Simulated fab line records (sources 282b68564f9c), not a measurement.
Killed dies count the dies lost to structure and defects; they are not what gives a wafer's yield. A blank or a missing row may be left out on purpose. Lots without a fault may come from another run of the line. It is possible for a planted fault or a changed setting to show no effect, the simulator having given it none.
The same fault as seen by 2 desks -- flow rit cmos -- each desk has only its own numbers; what lay behind them comes last

## DESK OF THE TOOL OWNER: rie si-01
The tool's own readings at RIT_GATE_ETCH_19 (etches poly-Si in SF6/CHF3/O2, stops on SiO2, time 165 s, target depth 312.5 nm): means of the sampled wafers that have a number, for each lot that ran on this tool. If a lot's mean is further than 4 standard deviations from the usual mean, the lot is out of limits and carries the mark OUT (the distance appears in the brackets).
Columns: A = SF6_flow_sccm at RIT_GATE_ETCH_19, usual 29.98 sccm; B = drypump motor current A at RIT_GATE_ETCH_19, usual 6.0 A; C = oes product au at RIT_GATE_ETCH_19, usual 0.842 a.u.; D = throttle valve pct at RIT_GATE_ETCH_19, usual 10.23 %
lot,first seen here,A,B,C,D
L567,day 3 23:04,30.05,5.9,0.874,10.17
L569,day 4 07:15,30.01,5.8,0.867,10.21
L581,day 6 21:23,29.97,6.2,0.848,10.17
This desk found nothing out of limits on any of the 3 lots.

## METROLOGY DESK
What the gauges read for every lot (on any tool): the sampled wafers with a number, averaged. If a lot's mean is further than 4 standard deviations from the usual mean, the lot is out of limits and carries the mark OUT (the distance appears in the brackets).
Columns: A = GATE_OXIDE_THK at RIT_GATE_THK_MEAS_07, usual 2.83 nm; B = GATE_POLY_THK at RIT_GATE_THK_MEAS_09, usual 248.6 nm; C = cd nm at RIT_GATE_CD_MEAS_16, usual 149.6 nm; D = GATE_OVL at RIT_GATE_OVL_MEAS_17, usual 0.4 nm
lot,first seen here,A,B,C,D
L562,day 2 16:44,2.88,248.4,150.1,-0.5
L567,day 3 20:04,2.88,245.3,148.7,0.4
L569,day 4 04:11,2.81,248.7,146.6,1.0
L574,day 5 06:35,2.78,246.4,148.6,0.1
L578,day 6 00:03,2.72,249.9,150.8,-0.1
L581,day 6 17:24,2.80,248.7,148.4,1.7
This desk found nothing out of limits on any of the 6 lots.

## PUT TOGETHER
The tool owner's desk saw nothing out of limits.
Nothing out of limits was seen by the metrology desk.

## WHAT WAS PUT IN BY THE SIMULATOR
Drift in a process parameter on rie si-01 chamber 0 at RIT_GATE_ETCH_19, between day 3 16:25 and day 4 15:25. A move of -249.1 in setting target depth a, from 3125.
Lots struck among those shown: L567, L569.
